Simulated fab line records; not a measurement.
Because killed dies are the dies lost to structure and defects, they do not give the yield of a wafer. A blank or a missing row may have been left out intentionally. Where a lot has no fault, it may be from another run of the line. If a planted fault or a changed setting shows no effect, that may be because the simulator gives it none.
Struck lot and sound lot, side by side / flow berkeleyCmos170 / 19 steps out of a route of 331
Sound: the wafers L526.3, L526.4, L526.5. The struck wafers were L542.1, L542.3, L542.5. Last of all comes the cause.
For every step that has rows: the tool of each side, followed by ch and its chambers, followed by its first start. Under that, the readings that differ: sound wafers / struck wafers / difference of the means / sigmas: that difference in standard deviations of wafers without a fault.
alike: readings with means less than 2 such deviations apart, plus words and numbers identical on both sides. not compared: withheld readings, readings lacking a value on some wafer, bounds such as >300 that could conceal the same value, and numbers that have no deviation in the record and whose values overlap.
The two part at a step that has a row with sigmas, a row that says differs or no value, or rows on one side only. Numbers that don't overlap but have no deviation are shown without sigmas and don't part them. Lack of a reading on every wafer of one side parts them only where that side has two or more wafers.

first, 3 steps without rows for these wafers: UCB170_PLDD_EXPOSE_03 (exposes mask PSELECT, target cd 1200 nm); UCB170_PLDD_PEB_04; UCB170_PLDD_DEVELOP_05 (develop time 45 s).
UCB170_PLDD_CD_MEAS_06: target cd 1200 nm.
  sound on cdSem-01 at day 6 16:59; struck on cdSem-01 at day 10 08:53
  alike: cdNm
UCB170_PLDD_OVL_MEAS_07:
  sound on overlay-01 at day 6 17:05; struck on overlay-02 at day 10 09:00
  alike: PLDD_OVL
then, 2 steps without rows for these wafers: UCB170_PLDD_IMPLANT_08; UCB170_PLDD_IMPLANT_09.
UCB170_PLDD_STRIP_10: strips in O2.
  sound on plasmaAsher-03 ch 0,1, day 6 17:26; struck on plasmaAsher-03 ch 0,1, day 10 09:20
  alike: drypumpMotorCurrentA, oesProductAu, stripTimeToEndpointS
  not compared: rfHoursCounterH
UCB170_PLDD_TW_MEAS_11:
  sound on filmMetro-04 at day 6 17:32; struck on filmMetro-03 at day 10 09:26
  alike: PLDD_TW
then, 3 steps without rows for these wafers: UCB170_PLDD_CLEAN_12 (cleans in SPM, time 600 s); UCB170_NLDD_HMDS_00 (prime time 60 s); UCB170_NLDD_COAT_01 (resist thk 900 nm).
UCB170_NLDD_SOFTBAKE_02: time 60 s.
  sound on lithoTrack-04 ch 0, day 6 18:08; struck on lithoTrack-04 ch 0, day 10 10:50
reading=heaterPowerTotalW (W); sound=56.84 56.76 56.88; struck=55.51 55.53 55.48; difference=-1.32; sigmas=-28
reading=plateTempC (C); sound=130.02 130.02 130.00; struck=127.79 127.67 127.60; difference=-2.33; sigmas=-17
then, 3 steps without rows for these wafers: UCB170_NLDD_EXPOSE_03 (exposes mask NSELECT, target cd 1200 nm); UCB170_NLDD_PEB_04; UCB170_NLDD_DEVELOP_05 (develop time 45 s).
UCB170_NLDD_CD_MEAS_06: target cd 1200 nm.
  sound on cdSem-01 at day 6 18:40; struck on cdSem-01 at day 10 11:49
reading=cdNm (nm); sound=1199.0 1199.8 1198.6; struck=1194.3 1193.4 1195.0; difference=-4.9; sigmas=-3
UCB170_NLDD_OVL_MEAS_07:
  sound on overlay-02 at day 6 18:45; struck on overlay-02 at day 10 11:56
reading=NLDD_OVL (nm); sound=8 15 10; struck=0 -1 -3; difference=-12; sigmas=-3
UCB170_M3_PROBE_99:
  only the struck wafers here have rows in the record (prober-02, day 12 03:25); the sound ones have none

WHERE THEY PART
Last at UCB170_M3_PROBE_99 as far as this record goes, first at UCB170_NLDD_SOFTBAKE_02.

WHY: whatever the simulator had introduced
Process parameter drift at UCB170_NLDD_SOFTBAKE_02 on lithoTrack-04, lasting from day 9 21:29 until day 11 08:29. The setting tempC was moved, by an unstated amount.
